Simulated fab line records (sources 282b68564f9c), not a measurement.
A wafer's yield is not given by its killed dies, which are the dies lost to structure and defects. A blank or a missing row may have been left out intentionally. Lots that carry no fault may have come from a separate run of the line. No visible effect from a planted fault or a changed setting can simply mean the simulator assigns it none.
fab line records | flow ritCmos
record: lots: 6 wafers: 18 lastDay: 7
route steps=202 shown SPACER@127 NSD@131 M1@202
lots that met no fault: from a run of the same line without faults
startH: start of the lot's first displayed wafer, in hours after the record's first day | waitH: time in hours since the lot's previous step | " as in the row above | L1.1+2: several wafers, shown together as one row | - no value, or no start given | * or withheld: withheld | < > ~ a bound
route shown NAME@n: NAME is a module with steps in the file, n the number in the route of the first one | usual: mean/standard deviation taken from wafers without a fault | same: alike in all rows | chamber/n: place in a boat | sites: each site's reading | _std_site: how widely they spread, as a standard deviation | _edge_site: the outer-site mean with the inner-site mean subtracted | radiusMm: for every site, how far away it sits from the centre of the wafer | mask NAME#n: copy n | behind: tool/chamber where the wafer was last shaped | hold: reason for holding the lot/hours on hold/outcome of the hold | device: the transistor (n, p or np) that didn't switch | end of line: the route-end tests of the same wafers | step lacking rows: just its recipe | killed: count of dies lost to structure and defects at first sort (not the wafer's yield) | map: the dies of a wafer, with x for killed, . for not killed, _ for no die there
set.NAME: the setting that was run; set.NAME@STEP: the one run at that earlier step | model.NAME: the simulator's own value behind a step, which no gauge read
lots seen at some steps along the route; tables by step, rows by wafer
services: a tool's chamber out of use, with start hour (startH, from the record's first day; less than 0 if before it), hours out, and reason
== steps ==
step: RIT_SPACER_CLEAN_02
recipe: chemistry: SC2 mix: 3:3:50 timeS: 600 tempC: 75 dry: n2Spin
step: RIT_SPACER_CVD_03
recipe: material: Si3N4 targetThkNm: 250 tempC: 810 precursor: SiH2Cl2/NH3 timeS: 3300 pressureMtorr: 300 sih2cl2FlowSccm: 58.78 nh3FlowSccm: 150
step: RIT_SPACER_THK_MEAS_04
recipe: reads: Si3N4_of_SPACER_CVD_03
usual: SPACER_NITRIDE_THK: 248.7/2.5
columns lot.wafer tool chamber startH waitH SPACER_NITRIDE_THK[nm]
L345.2 filmMetro-01 - 80.11 0.0 253.2
L345.3 " - " " 253.8
L345.5 " - " " 250.4
L348.3 filmMetro-01 - 96.25 0.0 249.2
L348.4 " - " " 249.9
L348.5 " - " " 249.4
L355.2 filmMetro-01 - 130.89 0.0 246.9
L355.4 " - " " 247.5
L355.5 " - " " 247.6
L358.3 filmMetro-01 - 146.59 0.0 243.6
L358.4 " - " " 245.8
L358.6 " - " " 242.7
L359.2 filmMetro-03 - 150.90 0.0 247.1
L359.3 " - " " 247.5
L359.5 " - " " 247.0
L361.3 filmMetro-01 - 159.99 0.0 248.6
L361.4 " - " " 248.7
L361.6 " - " " 247.7
step: RIT_SPACER_ETCHBACK_05
recipe: targetDepthA: 2500 SF6_flow_sccm: 30 CHF3_flow_sccm: 30 target: Si3N4 chemistry: SF6/CHF3 pressureMtorr: 40 rfW: 250 timeS: 240 stopOn: SiO2
usual: drypumpMotorCurrentA: 5.8/0.48 oesProductAu: 0.837/0.015 throttleValvePct: 10.31/0.093
columns lot.wafer tool chamber startH waitH drypumpMotorCurrentA oesProductAu rfHoursCounterH throttleValvePct
L345.2 rieDiel-01 3 80.16 0.0 5.2 0.837 84 10.46
L345.3 " 1 " " 5.3 0.852 25 10.13
L345.5 " 0 " " 5.6 0.853 - 10.35
L348.3 rieDiel-03 1 96.29 0.0 6.3 0.841 84 10.32
L348.4 " 0 " " 5.6 0.839 2 10.25
L348.5 " 3 " " 5.7 0.814 - 10.35
L355.2 rieDiel-01 1 130.94 0.0 5.3 0.838 26 10.13
L355.4 " 0 " " 5.6 0.836 122 10.35
L355.5 " 3 " " 5.1 0.823 - 10.44
L358.3 rieDiel-02 0 146.63 0.0 4.9 0.811 141 10.08
L358.4 " 2 " " 6.3 0.847 51 10.38
L358.6 " 3 " " 5.7 0.807 - 10.29
L359.2 rieDiel-03 1 150.95 0.0 6.3 0.841 85 10.31
L359.3 " 3 " " 5.7 0.812 126 10.35
L359.5 " 1 " " 6.3 0.828 - 10.32
L361.3 rieDiel-01 0 160.03 0.0 5.6 0.849 122 10.36
L361.4 " 2 " " 6.2 0.856 76 10.34
L361.6 " 2 " " 6.2 0.853 - 10.34
step: RIT_NSD_HMDS_00
recipe: primeTimeS: 60 primeTempC: 140
step: RIT_NSD_COAT_01
recipe: resist: NOVOLAK spinRpm: 3250 resistThkNm: 1000
step: RIT_NSD_SOFTBAKE_02
recipe: resist: NOVOLAK tempC: 90 timeS: 60
step: RIT_NSD_EXPOSE_03
recipe: maskId: M9 na: 0.57 targetCdNm: 40700 doseMj: 250
step: RIT_NSD_PEB_04
recipe: resist: NOVOLAK tempC: withheld timeS: withheld
step: RIT_NSD_DEVELOP_05
recipe: resist: NOVOLAK developTimeS: 50 devTempC: 23
step: RIT_NSD_OVL_MEAS_06
usual: NSD_OVL: 0.2/1.5
columns lot.wafer tool chamber startH waitH NSD_OVL[nm]
L345.2 overlay-01 - 81.24 - 0.6
L345.3 " - " " -1.4
L345.5 " - " " -1.6
L348.3 overlay-01 - 97.31 - 0.3
L348.4 " - " " -0.2
L348.5 " - " " 0.5
L355.2 overlay-02 - 131.95 - -0.9
L355.4 " - " " 0.3
L355.5 " - " " -0.7
L358.3 overlay-02 - 147.77 - -0.7
L358.4 " - " " -1.3
L358.6 " - " " 0.5
L359.2 overlay-02 - 152.08 - 1.4
L359.3 " - " " 1.7
L359.5 " - " " 0.5
L361.3 overlay-01 - 161.16 - 0.0
L361.4 " - " " 1.5
L361.6 " - " " -0.4
step: RIT_NSD_HARDBAKE_07
recipe: resist: NOVOLAK tempC: 140 timeS: 60
step: RIT_NSD_IMPLANT_08
recipe: species: P energyKev: 25 doseCm2: 1e+15 tiltDeg: 7
usual: beamEnergyKeV: 25.000/0.0077 tiltDeg: 7.003/0.021
columns lot.wafer tool chamber startH waitH beamEnergyKeV tiltDeg model.implant.rpNm model.implant.drpNm
L345.2 implanter-02 0 81.44 0.1 25.024 6.999 31.9 14.84
L345.3 " 0 " " 25.000 7.000 31.9 14.84
L345.5 " 0 " " 24.991 7.046 31.9 14.84
L348.3 implanter-03 0 97.53 0.1 24.998 6.970 32.06 14.84
L348.4 " 0 " " 25.001 6.957 32.06 14.84
L348.5 " 0 " " 25.009 6.997 32.06 14.84
L355.2 implanter-03 0 132.15 0.1 23.566 6.985 31.3 14.32
L355.4 " 0 " " 23.570 7.016 31.3 14.32
L355.5 " 0 " " 23.569 7.015 31.3 14.32
L358.3 implanter-03 0 147.99 0.1 23.568 7.019 30.97 14.32
L358.4 " 0 " " 23.578 7.001 30.97 14.32
L358.6 " 0 " " 23.572 7.025 30.97 14.32
L359.2 implanter-04 0 152.28 0.1 24.996 7.009 32.08 14.84
L359.3 " 0 " " 24.996 6.992 32.08 14.84
L359.5 " 0 " " 24.995 7.018 32.08 14.84
L361.3 implanter-02 0 161.39 0.1 24.993 7.026 32.67 14.84
L361.4 " 0 " " 25.005 6.969 32.67 14.84
L361.6 " 0 " " 25.012 7.013 32.67 14.84
step: RIT_NSD_STRIP_09
recipe: chemistry: O2 timeS: 180 resist: NOVOLAK platenTempC: withheld powerW: 500 pressureMtorr: 4000 o2FlowSccm: 4000
usual: drypumpMotorCurrentA: 5.5/0.39
columns lot.wafer tool chamber startH waitH drypumpMotorCurrentA rfHoursCounterH
L345.2 plasmaAsher-01 0 81.57 0.1 5.4 43
L345.3 " 1 " " 6.2 -
L345.5 " 1 " " 6.2 -
L348.3 plasmaAsher-02 1 97.69 0.1 5.7 -
L348.4 " 0 " " 5.3 -
L348.5 " 1 " " 5.7 -
L355.2 plasmaAsher-02 0 132.28 0.1 5.3 2
L355.4 " 0 " " 5.3 -
L355.5 " 0 " " 5.3 -
L358.3 plasmaAsher-04 0 148.15 0.1 4.9 -
L358.4 " 1 " " 5.6 -
L358.6 " 0 " " 4.9 -
L359.2 plasmaAsher-02 0 152.41 0.1 5.3 4
L359.3 " 1 " " 5.7 -
L359.5 " 0 " " 5.3 -
L361.3 plasmaAsher-02 1 161.55 0.1 5.7 -
L361.4 " 0 " " 5.3 -
L361.6 " 1 " " 5.7 -
step: RIT_M1_PROBE_99
usual: killedAtContacts: 0.1/0.24 killedAtFrontEnd: 7.1/2.8 killedDies: 7.2/2.8 killedOpen: 3.6/2.1 killedShort: 3.6/1.9
same: grossDies: 264 killed_at_M0_to_M3: 0 killed_at_M4_up: 0 killedAtBackSide: 0 killedAtOther: 0
columns lot.wafer tool chamber startH waitH killedAtContacts killedAtFrontEnd killedDies killedOpen killedShort model.etest.contactNplus.endOhmUm
L345.2 prober-02 - 91.11 0.1 0 8 8 4 4 40.56
L345.3 prober-02 - 91.16 0.2 0 7 7 5 2 41.74
L345.5 prober-02 - 91.26 0.2 0 4 4 3 1 42.58
L348.3 prober-02 - 107.46 0.2 0 10 10 8 2 40.38
L348.4 prober-02 - 107.51 0.2 0 6 6 3 3 40.72
L348.5 prober-02 - 107.56 0.2 0 4 4 2 2 38.99
L355.2 prober-01 - 142.25 0.1 0 4 4 3 1 42.7
L355.4 prober-01 - 142.35 0.2 0 11 11 5 6 41.67
L355.5 prober-01 - 142.40 0.2 0 9 9 5 4 44.54
L358.3 prober-02 - 157.65 0.2 0 7 7 4 3 44
L358.4 prober-02 - 157.70 0.2 0 6 6 5 1 44.55
L358.6 prober-02 - 157.80 0.2 0 9 9 4 5 43.22
L359.2 prober-01 - 161.93 0.1 0 11 11 7 4 41.5
L359.3 prober-01 - 161.98 0.2 0 5 5 2 3 41.15
L359.5 prober-01 - 162.08 0.2 0 4 4 3 1 40.02
L361.3 prober-02 - 178.77 0.2 1 7 8 6 2 40.49
L361.4 prober-02 - 178.82 0.2 0 13 13 8 5 40.05
L361.6 prober-02 - 178.92 0.2 0 7 7 4 3 39.24
killed by level:class
L345.2 FOX1:geometricParticle:short=2 GATE:geometricParticle:short=2 GATE:geometricParticle:open=2 SPACER:geometricParticle:open=2
L345.3 REOX:geometricParticle:open=3 FOX1:geometricParticle:short=2 FOX1:geometricParticle:open=1 GATE:geometricParticle:open=1
L345.5 GATE:geometricParticle:open=2 FOX1:geometricParticle:open=1 SILICIDE:geometricParticle:short=1
L348.3 FOX1:geometricParticle:open=2 GATE:geometricParticle:open=2 REOX:geometricParticle:open=2 SILICIDE:geometricParticle:open=2 FOX1:geometricParticle:short=1 SILICIDE:geometricParticle:short=1
L348.4 FOX1:geometricParticle:open=2 REOX:geometricParticle:short=2 FOX1:geometricParticle:short=1 REOX:geometricParticle:open=1
L348.5 GATE:geometricParticle:open=2 FOX1:geometricParticle:short=1 GATE:geometricParticle:short=1
L355.2 FOX1:geometricParticle:short=1 FOX1:geometricParticle:open=1 FOX2:geometricParticle:open=1 GATE:geometricParticle:open=1
L355.4 FOX2:geometricParticle:short=3 GATE:geometricParticle:open=2 FOX1:geometricParticle:open=1 FOX2:geometricParticle:open=1 GATE:geometricParticle:short=1 REOX:geometricParticle:short=1 SILICIDE:geometricParticle:open=1 SILICIDE:geometricParticle:short=1
L355.5 GATE:geometricParticle:open=3 SPACER:geometricParticle:short=2 FOX2:geometricParticle:short=1 GATE:geometricParticle:short=1 REOX:geometricParticle:open=1 SPACER:geometricParticle:open=1
L358.3 GATE:geometricParticle:open=2 SILICIDE:geometricParticle:open=2 FOX2:geometricParticle:short=1 SPACER:geometricParticle:short=1 SILICIDE:geometricParticle:short=1
L358.4 SILICIDE:geometricParticle:open=3 SPACER:geometricParticle:open=2 FOX2:geometricParticle:short=1
L358.6 FOX2:geometricParticle:short=2 REOX:geometricParticle:open=2 SPACER:geometricParticle:short=2 FOX1:geometricParticle:short=1 FOX2:geometricParticle:open=1 GATE:geometricParticle:open=1
L359.2 GATE:geometricParticle:open=4 GATE:geometricParticle:short=3 FOX1:geometricParticle:open=2 REOX:geometricParticle:open=1 SILICIDE:geometricParticle:short=1
L359.3 GATE:geometricParticle:open=2 GATE:geometricParticle:short=1 SPACER:geometricParticle:short=1 SILICIDE:geometricParticle:short=1
L359.5 FOX1:geometricParticle:short=1 REOX:geometricParticle:open=1 SPACER:geometricParticle:open=1 SILICIDE:geometricParticle:open=1
L361.3 FOX2:geometricParticle:open=2 SPACER:geometricParticle:open=2 FOX1:geometricParticle:short=1 GATE:geometricParticle:short=1 GATE:geometricParticle:open=1 CONTACT:geometricParticle:open=1
L361.4 FOX2:geometricParticle:open=4 FOX1:geometricParticle:short=2 GATE:geometricParticle:short=2 GATE:geometricParticle:open=2 REOX:geometricParticle:open=2 FOX2:geometricParticle:short=1
L361.6 ACTIVE:geometricParticle:open=1 FOX1:geometricParticle:open=1 GATE:geometricParticle:open=1 GATE:geometricParticle:short=1 SPACER:geometricParticle:short=1 SILICIDE:geometricParticle:short=1 SILICIDE:geometricParticle:open=1
== services ==
columns tool chamber startH hours kind
plasmaAsher-01 - 61.46 1.8 repair
rieDiel-02 3 86.45 1.7 repair
implanter-04 - 95.03 3.4 repair
rieDiel-02 3 96.32 2.8 repair
rieDiel-03 0 99.66 7.5 repair
plasmaAsher-02 - 108.75 9.0 pm
plasmaAsher-02 0 108.75 9.0 ventCycle
plasmaAsher-02 1 108.75 9.0 ventCycle
implanter-04 - 111.67 1.7 repair
implanter-04 - 116.35 11.3 pm
plasmaAsher-02 0 117.75 - clean
plasmaAsher-02 1 117.75 - clean
rieDiel-01 3 118.27 4.3 repair
rieDiel-02 0 120.36 8.5 repair
implanter-03 - 123.77 4.4 pm
implanter-03 - 124.83 2.8 repair
implanter-04 - 127.63 4.0 pm
plasmaAsher-01 - 128.92 8.7 repair
implanter-04 - 131.66 2.2 pm
implanter-03 - 145.00 1.8 repair
rieDiel-02 3 158.04 9.7 repair
== key ==
firstSign: step: RIT_NSD_IMPLANT_08 reading: beamEnergyKeV direction: down sigmas: 99+ usual: 25.000 struck: 23.571
effect none on later readings
modelEffect: step: RIT_NSD_IMPLANT_08 value: implant.rpNm without: 32.4 struck: 31.13
modelEffect: step: RIT_M1_PROBE_99 value: etest.contactNplus.endOhmUm without: 41.88 struck: 43.45
metAt RIT_NSD_IMPLANT_08
struckWafers L355.2,L355.4,L355.5,L358.3,L358.4,L358.6
testerLeftOut L355,L358
onsetBetween 97.53 132.15
fault: kind: processParameterDrift tool: implanter-03 chamber: - onsetH: 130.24 steps: RIT_NSD_IMPLANT_08 channel: energyKev offset: -1.4345 shape: step endH: 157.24 actsIn: theseRecipesOnly stated: 25
testerLeftOut: of these lots the tester's yield and bins aren't shown, on N5 and GAA mostly nor the transistor test; their killed dies are dies lost to structure and defects alone, not to doping, threshold or leakage, so they don't give the yield
